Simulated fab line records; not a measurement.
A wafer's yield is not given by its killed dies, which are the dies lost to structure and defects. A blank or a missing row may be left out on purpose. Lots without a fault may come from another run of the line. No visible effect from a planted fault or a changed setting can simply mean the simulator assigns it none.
Which tool is to blame?    flow rit cmos    14 lots, 42 wafers sampled, at 2 steps of a route of 202

== WHAT THE GAUGES READ, wafer by wafer ==
RIT_GATE_THK_MEAS_07.
lot   measured     on             GATE_OXIDE_THK (nm)
L647  day 2 10:20  film metro-01  3.02 3.04 2.95
L649  day 3 00:46  film metro-02  2.99 3.01 2.93
L653  day 3 15:08  film metro-03  2.83 2.86 2.92
L654  day 3 21:02  film metro-03  2.95 2.93 2.88
L657  day 4 12:23  film metro-03  2.91 2.90 2.82
L658  day 4 17:25  film metro-01  3.99 3.99 4.02
L662  day 5 16:13  film metro-01  4.05 4.05 4.02
L664  day 5 23:51  film metro-02  2.92 2.96 2.95
L665  day 6 03:26  film metro-01  2.94 2.87 3.01
L666  day 6 12:03  film metro-02  2.93 2.94 3.03
L667  day 6 13:22  film metro-01  3.01 2.99 3.02
L668  day 6 20:02  film metro-01  2.88 2.96 2.95
L669  day 7 01:24  film metro-03  3.00 3.00 2.91
L670  day 7 06:14  film metro-03  2.98 3.03 2.98

== TOOL THAT RAN EACH LOT (tool first, then ch and the chambers of the sampled wafers, then the start) ==
lot   RIT_GATE_OXIDATION_05
L647  furnace-03 ch 0, day 2 09:00
L649  furnace-03 ch 0, day 2 22:53
L653  furnace-01 ch 0, day 3 13:47
L654  furnace-01 ch 0, day 3 19:43
L657  furnace-01 ch 0, day 4 11:04
L658  furnace-01 ch 0, day 4 15:03
L662  furnace-01 ch 0, day 5 13:11
L664  furnace-02 ch 0, day 5 22:31
L665  furnace-02 ch 0, day 6 02:07
L666  furnace-02 ch 0, day 6 09:52
L667  furnace-03 ch 0, day 6 12:02
L668  furnace-03 ch 0, day 6 18:43
L669  furnace-03 ch 0, day 7 00:04
L670  furnace-02 ch 0, day 7 04:53
- RIT_GATE_OXIDATION_05: target thk 3 nm, ox time 270 s.

== WHAT THE TOOLS THEMSELVES READ (means of the sampled wafers that have a number; where no wafer has one, the mark that the record gives instead) ==
RIT_GATE_OXIDATION_05.
lot   tool        spike tc centre C (C)  spike tc source C (C)
L647  furnace-03  901.9                  925.5
L649  furnace-03  903.2                  925.1
L653  furnace-01  901.6                  921.4
L654  furnace-01  901.8                  921.8
L657  furnace-01  901.5                  922.5
L658  furnace-01  902.1                  921.9
L662  furnace-01  902.1                  921.2
L664  furnace-02  899.7                  926.8
L665  furnace-02  900.1                  926.7
L666  furnace-02  901.3                  925.6
L667  furnace-03  901.1                  924.8
L668  furnace-03  901.6                  924.7
L669  furnace-03  901.1                  925.6
L670  furnace-02  901.4                  926.0

== THE ANSWER, worked out from the rows above alone ==
Rule: the usual values come from the lots themselves. Put in order of their means at a reading, lots are off if they are a third of the lots or fewer, leave a main group of 4 or more, and stand apart from it by a gap of 3 or more times the standard deviation of the main group's means; of several such gaps the widest counts. Not used: any main group whose means are identical at the precision the tables above print for the reading. Also off: a lot with no number at a reading for which 4 or more lots have one. The other lots that the step has rows for count as sound. The gauges are gone through in route order, then the tools' own readings, and for those a lot's mean is taken as printed above. At the first step where some lot is off, the reading lying furthest off is the one used; lots without a number count as furthest.
Off: L658, L662, at RIT_GATE_THK_MEAS_07 (GATE_OXIDE_THK). The main group has a mean of 2.95 nm with a standard deviation of 0.044.
If a tool, at a process step before that reading, ran all the lots that are off and no sound lot after the first of them, it fits. Those tools and the gauges at RIT_GATE_THK_MEAS_07 are tried in the same way. One fits: RIT_GATE_OXIDATION_05 on furnace-01. Its last sound lot is L657 (day 4 11:04), its first lot that is off L658 (day 4 15:03): a fault that began between those two fits.

== WHAT HAD BEEN PUT IN BY THE SIMULATOR ==
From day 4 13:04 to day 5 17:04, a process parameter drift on furnace-01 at RIT_GATE_OXIDATION_05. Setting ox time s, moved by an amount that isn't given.
Struck lots among those shown: L658, L662. The same result came from the rule above.
